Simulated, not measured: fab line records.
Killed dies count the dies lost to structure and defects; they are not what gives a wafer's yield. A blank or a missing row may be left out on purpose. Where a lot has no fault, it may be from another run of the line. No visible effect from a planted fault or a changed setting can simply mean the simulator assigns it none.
2 desks looking at one fault | flow berkeleyCmos170 | each desk has only its own numbers; what lay behind them comes last

FROM THE METROLOGY DESK
What the gauges read for every lot (on any tool): the sampled wafers with a number, averaged. A lot is out of limits, marked OUT, if its mean lies more than 4 standard deviations from the usual mean; the brackets give that distance.
Columns: A = INCOMING_BOW at UCB170_START_BOW_MEAS_00, usual 1 um; B = NWELL_NITRIDE_THK at UCB170_NWELL_THK_MEAS_05, usual 223.1 nm; C = ACTIVE_OVL at UCB170_ACTIVE_OVL_MEAS_14, usual 2 nm
lot  | first seen here | A  | B     | C
L500 | day 1 10:01     | -4 | 224.1 | 2
L501 | day 1 15:00     | 6  | 225.4 | 9
L502 | day 1 20:01     | -3 | 221.7 | 5
L504 | day 2 06:02     | 3  | 221.9 | 7
L505 | day 2 11:01     | -2 | 221.3 | 0
L506 | day 2 16:02     | -4 | 221.1 | 3
L507 | day 2 21:01     | 1  | 223.9 | 3
L514 | day 4 08:02     | -2 | 221.8 | 6
L517 | day 4 23:01     | 4  | 224.6 | -1
L518 | day 5 04:02     | -5 | 223.3 | 1
L521 | day 5 19:00     | 0  | 221.0 | 4
L522 | day 6 00:01     | 2  | 223.4 | 3
L523 | day 6 05:01     | 4  | 222.1 | -3
This desk found nothing out of limits on any of the 13 lots.

AT THE TOOL OWNER'S DESK: rieDiel-01
The tool's own readings at UCB170_M1_ETCH_11 (etches BARC in N2/H2): means of the sampled wafers that have a number, for each lot that ran on this tool. A lot is out of limits, marked OUT, if its mean lies more than 4 standard deviations from the usual mean; the brackets give that distance.
Columns: A = chamberPressureMTorr at UCB170_M1_ETCH_11, usual 30.002 mTorr; B = drypumpMotorCurrentA at UCB170_M1_ETCH_11, usual 5.7 A; C = oesProductAu at UCB170_M1_ETCH_11, usual 1.002 a.u.; D = rfFwdPowerW at UCB170_M1_ETCH_11, usual 494.9 W; E = throttleValvePct at UCB170_M1_ETCH_11, usual 13.34 %
lot  | first seen here | A      | B   | C     | D               | E
L500 | day 8 11:48     | 30.019 | 5.6 | 0.998 | 494.2           | 13.44
L507 | day 9 09:13     | 30.029 | 5.5 | 1.000 | 496.0           | 13.45
L514 | day 11 09:41    | 30.003 | 5.7 | 0.985 | 467.7 (-16) OUT | 13.38
This desk's finding: out of limits on L514; first on L514, day 11 09:41 (rfFwdPowerW at UCB170_M1_ETCH_11). L500, L507 stayed within limits.

TAKEN TOGETHER
An alarm could have come from the tool owner's desk at day 11 09:41, on L514.
Nothing out of limits was seen by the metrology desk.
The metrology desk has L514 on record, within its limits.
The lots listed all ran UCB170_M1_ETCH_11 on rieDiel-01.

WHAT THE SIMULATOR HAD PUT IN
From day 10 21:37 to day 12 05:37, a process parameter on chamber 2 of rieDiel-01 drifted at UCB170_M1_ETCH_11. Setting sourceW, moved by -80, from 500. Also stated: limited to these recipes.
Shown lots that were struck: L514.
Hours from the fault's start to each desk's first reading out of limits: the tool owner's desk, 12.
